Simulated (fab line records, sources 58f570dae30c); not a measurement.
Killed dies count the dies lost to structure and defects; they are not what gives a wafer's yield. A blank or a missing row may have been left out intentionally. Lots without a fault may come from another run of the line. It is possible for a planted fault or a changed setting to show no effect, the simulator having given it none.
Which tool was responsible? / flow berkeley cmos170 / at 1 step of a route of 331, 7 lots with 21 wafers sampled

== WHAT THE GAUGES SHOWED, per wafer ==
UCB170_NWELL_TW_MEAS_16.
lot=L132; measured=day 2 21:28; on=film metro-04; NWELL_TW=1253 1258 1254
lot=L134; measured=day 3 09:40; on=film metro-02; NWELL_TW=1247 1252 1250
lot=L136; measured=day 3 18:46; on=film metro-04; NWELL_TW=1245 1257 1249
lot=L138; measured=day 4 00:21; on=film metro-04; NWELL_TW=1248 1255 1254
lot=L140; measured=day 4 10:22; on=film metro-04; NWELL_TW=1252 1259 1254
lot=L144; measured=day 5 11:19; on=film metro-02; NWELL_TW=1245 1244 1241
lot=L153; measured=day 7 09:07; on=film metro-02; NWELL_TW=1250 1248 1244

== WHICH TOOL RAN EACH LOT (tool, then ch and the chambers of the sampled wafers, then the start) ==
Record: no process step prior to these readings.

== THE ANSWER, worked out from the rows above alone ==
Rule: what is usual is taken from the lots themselves. The widest of any qualifying gaps counts: lots, ordered by their means at a reading, are off when they make up no more than a third of the lots, leave a main group of 4 or more, and stand apart from it by 3 or more times the standard deviation of that group's means. Not used: any main group whose means are identical at the precision the tables above print for the reading. A lot without any number at a reading at which 4 lots or more have one is off too. The other lots that the step has rows for count as sound.
None of the lots is off at any reading shown; this tells nothing.

== WHAT THE SIMULATOR HAD PUT IN ==
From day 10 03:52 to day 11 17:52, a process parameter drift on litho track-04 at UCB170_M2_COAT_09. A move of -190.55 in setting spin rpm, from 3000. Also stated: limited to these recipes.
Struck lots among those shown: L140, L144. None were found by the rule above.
